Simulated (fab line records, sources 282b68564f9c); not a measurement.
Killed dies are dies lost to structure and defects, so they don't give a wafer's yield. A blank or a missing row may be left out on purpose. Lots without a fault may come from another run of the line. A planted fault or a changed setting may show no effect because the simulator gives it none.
Split-lot experiment | flow rit_cmos | 5 lots, 23 wafers read, on a route of 202 steps

THE SPLIT
At RIT_GATE_SOFTBAKE_12 (time 60 s), the setting temp_c was moved away from the recipe's 90 C on 7 of the 23 wafers read, by +1.4% to +3.9%. The other wafers ran this setting at the recipe's value.

The reading is taken at the split's own step.

THE READING
NOVOLAK_of_GATE_COAT_11.thk_nm (the simulator's own value, which no gauge read), in nm, at RIT_GATE_SOFTBAKE_12 (time 60 s). The file gives no usual value for it. The 16 wafers here that ran the recipe average 841.2 nm, standard deviation 2.8 nm.

wafer  | tool, chamber at the split | temp_c as run, C | against the recipe | NOVOLAK_of_GATE_COAT_11.thk_nm, nm | against lot-mates on the recipe
L076.1 | litho_track-04, 0          | 90               | recipe             | 839.5                              | -
L076.4 | litho_track-04, 0          | 90               | recipe             | 839.3                              | -
L076.5 | litho_track-04, 0          | 90               | recipe             | 841.5                              | -
L079.2 | litho_track-01, 0          | 90               | recipe             | 836.5                              | -
L079.3 | litho_track-01, 0          | 91.27            | +1.4%              | 833.1                              | -3.6
L079.4 | litho_track-01, 0          | 90               | recipe             | 836.9                              | -
L079.5 | litho_track-01, 0          | 90               | recipe             | 836.7                              | -
L079.6 | litho_track-01, 0          | 91.27            | +1.4%              | 834.3                              | -2.4
L081.1 | litho_track-02, 0          | 90               | recipe             | 840.9                              | -
L081.3 | litho_track-02, 0          | 90               | recipe             | 844.7                              | -
L081.4 | litho_track-02, 0          | 90               | recipe             | 843.4                              | -
L081.5 | litho_track-02, 0          | 90               | recipe             | 843.9                              | -
L081.6 | litho_track-02, 0          | 90               | recipe             | 843                                | -
L082.1 | litho_track-02, 0          | 93.53            | +3.9%              | 837                                | -7.5
L082.3 | litho_track-02, 0          | 90               | recipe             | 843.9                              | -
L082.4 | litho_track-02, 0          | 93.53            | +3.9%              | 838.2                              | -6.2
L082.5 | litho_track-02, 0          | 90               | recipe             | 845                                | -
L082.6 | litho_track-02, 0          | 93.53            | +3.9%              | 837.6                              | -6.9
L084.1 | litho_track-02, 0          | 90               | recipe             | 839.8                              | -
L084.3 | litho_track-02, 0          | 90               | recipe             | 840.2                              | -
L084.4 | litho_track-02, 0          | 90               | recipe             | 843.5                              | -
L084.5 | litho_track-02, 0          | 92.23            | +2.5%              | 835                                | -6.2
L084.6 | litho_track-02, 0          | 92.23            | +2.5%              | 837.5                              | -3.7

THE FIT
A straight line over all 23 wafers: NOVOLAK_of_GATE_COAT_11.thk_nm changes by -1.25 nm for each +1% of temp_c; r = -0.51; the points scatter about the line by 3.1 nm.
The same after taking each lot's own level away (the mean of its wafers on the recipe; 23 wafers): -1.8 nm for each +1%; r = -0.92; scatter 1.1 nm.
On that fit, the largest move of temp_c shifts the reading by 7.1 nm.
The lots' own levels span 836.70 to 844.45 nm, that is 2.8 times the standard deviation above.
So the lot-to-lot level blurs the effect unless lot-mates are compared.
Check: with one of the wafers moved furthest among these (+3.9%) left out of the fit, the line predicts -7.01 nm for it against its lot-mates. It came out at -7.45 nm against them.

OTHER SPLITS ON THESE WAFERS
These wafers also went through other splits before the reading. Each is held against what the fit with the lots' levels taken away leaves over:
other split on the same wafers   | wafers away from the commonest value | r with NOVOLAK_of_GATE_COAT_11.thk_nm (lot level and that fit taken away)
RIT_ACTIVE_CVD_03 temp_c         | 15                                   | -0.08
RIT_ACTIVE_COAT_06 spin_rpm      | 8                                    | +0.42
RIT_ACTIVE_ETCH_13 time_s        | 10                                   | -0.26
RIT_FOX2_OXIDATION_00 temp_c     | 15                                   | +0.07
RIT_PWELL_COAT_01 resist_thk_nm  | 10                                   | +0.05
RIT_NRETRO_SOFTBAKE_02 temp_c    | 10                                   | +0.41
RIT_PRETRO_COAT_01 resist_thk_nm | 4                                    | -0.11
RIT_PRETRO_HARDBAKE_07 temp_c    | 10                                   | +0.01
RIT_GATE_CLEAN_01 time_s         | 15                                   | -0.09

THE FILE'S OWN FIT
NOVOLAK_of_GATE_COAT_11.thk_nm changes by -1.83 nm for each +1% of temp_c, r = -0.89.
